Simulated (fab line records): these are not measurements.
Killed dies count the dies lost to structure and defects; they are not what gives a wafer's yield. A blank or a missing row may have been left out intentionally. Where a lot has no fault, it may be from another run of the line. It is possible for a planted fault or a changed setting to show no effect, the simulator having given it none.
A struck lot beside a sound one -- flow ritCmos -- 19 steps out of a route of 202
Sound: the wafers L344.4, L344.5, L344.6. Wafers L353.3, L353.4, L353.6 were the ones struck. The cause is named last.
For every step that has rows: the tool of each side, followed by ch and its chambers, followed by its first start. Under that, the readings that differ: sound wafers -- struck wafers -- difference of the means -- sigmas: that difference in standard deviations of wafers without a fault.
alike: readings whose means differ by less than 2 such deviations, and words and numbers that are the same on both sides. not compared: withheld readings, readings that some wafer has no value for, bounds like >300 that may hide the same value, and numbers for which the record gives no deviation and whose values overlap.
The two part at a step that has a row with sigmas, a row that says differs or no value, or rows on one side only. Numbers that don't overlap but have no deviation are shown without sigmas and don't part them. Lack of a reading on every wafer of one side parts them only where that side has two or more wafers.

first, 2 steps without rows for these wafers: RIT_NLDD_PEB_04; RIT_NLDD_DEVELOP_05 (develop time 50 s).
RIT_NLDD_OVL_MEAS_06:
  sound on overlay-01 at day 3 08:35; struck on overlay-01 at day 5 04:43
  alike: NLDD_OVL
then, 2 steps without rows for these wafers: RIT_NLDD_HARDBAKE_07 (time 60 s); RIT_NLDD_IMPLANT_08.
RIT_NLDD_STRIP_09: strips in O2, time 180 s.
  sound on plasmaAsher-04 ch 0,1, day 3 08:57; struck on plasmaAsher-04 ch 0,1, day 5 05:06
  alike: drypumpMotorCurrentA
  not compared: rfHoursCounterH
RIT_NLDD_TW_MEAS_10:
  sound on filmMetro-03 at day 3 09:06; struck on filmMetro-02 at day 5 05:14
  alike: NLDD_TW
then, 5 steps without rows for these wafers: RIT_PLDD_HMDS_00 (prime time 60 s); RIT_PLDD_COAT_01 (resist thk 1000 nm); RIT_PLDD_SOFTBAKE_02 (time 60 s); RIT_PLDD_EXPOSE_03 (exposes mask M8, target cd 40900 nm); RIT_PLDD_PEB_04.
RIT_PLDD_DEVELOP_05: develop time 50 s.
  sound on lithoTrack-04 ch 0, day 3 10:00; struck on lithoTrack-02 ch 0, day 5 06:00
RIT_PLDD_OVL_MEAS_06:
  sound on overlay-02 at day 3 10:07; struck on overlay-02 at day 5 06:13
reading,sound,struck,difference,sigmas
PLDD_OVL (nm),0.3 -0.5 0.2,4.1 2.6 3.2,+3.3,+2
then, 2 steps without rows for these wafers: RIT_PLDD_HARDBAKE_07 (time 60 s); RIT_PLDD_IMPLANT_08.
RIT_PLDD_STRIP_09: strips in O2, time 180 s.
  sound on plasmaAsher-02 ch 0,1, day 3 10:30; struck on plasmaAsher-04 ch 0,1, day 5 06:36
  alike: drypumpMotorCurrentA
  not compared: rfHoursCounterH
RIT_PLDD_TW_MEAS_10:
  sound on filmMetro-02 at day 3 10:39; struck on filmMetro-03 at day 5 06:58
reading,sound,struck,difference,sigmas
PLDD_TW,2352 2356 2359,30 30 30,-2326,-99 or more
  not compared: hold
RIT_M1_PROBE_99:
  the record holds rows for the sound wafers here (prober-02, day 4 00:14) but none for the struck ones

## WHERE THEY PART
First at RIT_PLDD_OVL_MEAS_06; last, within this record, at RIT_M1_PROBE_99.

WHY: what the simulator had put in
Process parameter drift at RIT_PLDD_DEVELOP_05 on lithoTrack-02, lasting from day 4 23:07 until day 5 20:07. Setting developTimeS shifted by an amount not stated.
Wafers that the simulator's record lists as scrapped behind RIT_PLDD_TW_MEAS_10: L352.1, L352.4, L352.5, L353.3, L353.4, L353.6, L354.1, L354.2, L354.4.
